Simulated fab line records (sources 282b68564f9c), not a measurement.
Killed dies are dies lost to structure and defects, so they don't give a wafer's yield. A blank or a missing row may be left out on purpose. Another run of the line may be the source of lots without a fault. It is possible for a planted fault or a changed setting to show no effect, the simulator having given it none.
Matching of chambers ; flow ritCmos ; RIT_GATE_ETCH_19 on rieSi-02 has 4 sister chambers
The step etches poly-Si in SF6/CHF3/O2, stops on SiO2, time 165 s, target depth 312.5 nm. 16 wafers are shown with their chamber, then 8 later ones without.

== WAFERS, EACH WITH ITS CHAMBER ==
wafer;chamber;drypumpMotorCurrentA (A);throttleValvePct (%);oesProductAu (a.u.)
L935.3;0;6.2;10.27;0.863
L935.5;3;5.4;10.25;0.838
L935.6;0;6.2;10.27;0.863
L937.4;0;6.2;10.27;0.862
L937.5;3;5.4;10.26;0.839
L937.6;2;4.9;10.22;0.862
L939.1;1;6.1;10.04;0.860
L939.2;3;5.4;10.24;0.846
L939.6;1;6.0;10.06;0.869
L943.2;2;4.9;10.23;0.847
L943.5;1;6.0;10.06;0.867
L943.6;0;6.2;10.27;0.874
L951.1;1;6.0;10.03;0.872
L951.3;2;4.9;10.22;0.846
L951.4;0;6.1;10.28;0.860
L953.2;0;6.2;10.28;0.881

SIGNATURES (averages over the wafers above)
reading;chamber 0;chamber 1;chamber 2;chamber 3;scatter within a chamber
drypumpMotorCurrentA;6.183;6.025;4.900;5.400;0.0363
throttleValvePct;10.2733;10.0475;10.2233;10.2500;0.00946
oesProductAu;0.86717;0.86700;0.85167;0.84100;0.00723
Rule: for each reading, subtract the chamber's mean from the wafer's reading, divide by that reading's scatter and square the result; add these up over the readings and take the root, which gives the wafer's distance from the chamber. If the next closest chamber is less than 2 further off than the closest, the wafer can't be placed; otherwise it belongs to the closest. The scatter is the square root of a quotient: the sum, over the shown wafers, of each reading's squared deviation from its chamber's mean, divided by wafers minus chambers.

== WAFERS WHOSE CHAMBER IS MISSING ==
wafer;drypumpMotorCurrentA (A);throttleValvePct (%);oesProductAu (a.u.)
L953.5;6.1;10.28;0.875
L953.6;6.0;10.04;0.884
L955.1;5.5;10.24;0.844
L955.3;4.9;10.22;0.852
L955.5;5.4;10.24;0.839
L957.2;4.9;10.22;0.857
L957.3;5.4;10.25;0.853
L957.6;6.0;10.05;0.879

== CHAMBER TAKEN BY EACH ==
wafer;from the rows above;in truth
L953.5;0;0
L953.6;1;1
L955.1;3;3
L955.3;2;2
L955.5;3;3
L957.2;2;2
L957.3;3;3
L957.6;1;1
8 of 8 placed correctly. Number that these rows cannot place: 0. Placed wrongly: 0.
